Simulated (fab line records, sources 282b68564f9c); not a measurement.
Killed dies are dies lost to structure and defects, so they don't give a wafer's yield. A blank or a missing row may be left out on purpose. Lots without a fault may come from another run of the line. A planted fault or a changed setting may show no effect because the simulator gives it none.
Split-lot experiment | flow rit_cmos | 5 lots, 23 wafers read, on a route of 202 steps

THE SPLIT
At RIT_REOX_OXIDATION_03 (target thk 25.2 nm, ox time 5580 s), the setting temp_c was moved away from the recipe's 900 C on 15 of the 23 wafers read, by -2.5% to +2.0%. The other wafers ran this setting at the recipe's value.

The file shows no step between the split and the reading.

THE READING
REOX_OXIDE_THK, in nm, at RIT_REOX_THK_MEAS_04. Fault-free wafers of this fab line usually give 25.0 nm, standard deviation 0.53 nm.

wafer  | tool, chamber at the split | temp_c as run, C | against the recipe | REOX_OXIDE_THK, nm | against lot-mates on the recipe
L074.2 | -, -                       | 914.5            | +1.6%              | 28.3               | no lot-mate on the recipe
L074.3 | -, -                       | 914.5            | +1.6%              | 28.3               | no lot-mate on the recipe
L074.4 | -, -                       | 914.5            | +1.6%              | 28.3               | no lot-mate on the recipe
L074.5 | -, -                       | 914.5            | +1.6%              | 28.4               | no lot-mate on the recipe
L074.6 | -, -                       | 914.5            | +1.6%              | 28.6               | no lot-mate on the recipe
L076.2 | -, -                       | 917.7            | +2.0%              | 29.8               | no lot-mate on the recipe
L076.3 | -, -                       | 917.7            | +2.0%              | 29.3               | no lot-mate on the recipe
L076.4 | -, -                       | 917.7            | +2.0%              | 30.2               | no lot-mate on the recipe
L076.5 | -, -                       | 917.7            | +2.0%              | 29.4               | no lot-mate on the recipe
L076.6 | -, -                       | 917.7            | +2.0%              | 29.8               | no lot-mate on the recipe
L081.1 | -, -                       | 900              | recipe             | 25.2               | -
L081.2 | -, -                       | 900              | recipe             | 24.8               | -
L081.3 | -, -                       | 900              | recipe             | 25.3               | -
L081.4 | -, -                       | 900              | recipe             | 25.1               | -
L081.5 | -, -                       | 900              | recipe             | 25.0               | -
L083.1 | furnace-03, 0              | 900              | recipe             | 25.9               | -
L083.2 | furnace-03, 0              | 900              | recipe             | 25.7               | -
L083.5 | furnace-03, 0              | 900              | recipe             | 25.6               | -
L085.2 | -, -                       | 877.2            | -2.5%              | 20.8               | no lot-mate on the recipe
L085.3 | -, -                       | 877.2            | -2.5%              | 20.3               | no lot-mate on the recipe
L085.4 | -, -                       | 877.2            | -2.5%              | 21.2               | no lot-mate on the recipe
L085.5 | -, -                       | 877.2            | -2.5%              | 20.6               | no lot-mate on the recipe
L085.6 | -, -                       | 877.2            | -2.5%              | 21.0               | no lot-mate on the recipe

THE FIT
A straight line over all 23 wafers: REOX_OXIDE_THK changes by +1.93 nm for each +1% of temp_c; r = +0.99; the points scatter about the line by 0.41 nm.
Too few moved wafers have a lot-mate on the recipe to fit a line with each lot's own level taken away.

THE WHOLE CHAIN: every reading that the file lists as answering this split, in the file's order
step                  | what it does                       | reading                                                                           | change (the file's fit)              | r (the file's)
RIT_REOX_OXIDATION_03 | target thk 25.2 nm, ox time 5580 s | SiO2_of_REOX_OXIDATION_03.thk_nm (the simulator's own value, which no gauge read) | +1.93 nm for each +1% of the setting | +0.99
RIT_REOX_THK_MEAS_04  |                                    | REOX_OXIDE_THK                                                                    | +1.93 for each +1% of the setting    | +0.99

THE FILE'S OWN FIT
REOX_OXIDE_THK changes by +1.93 nm for each +1% of temp_c, r = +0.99.
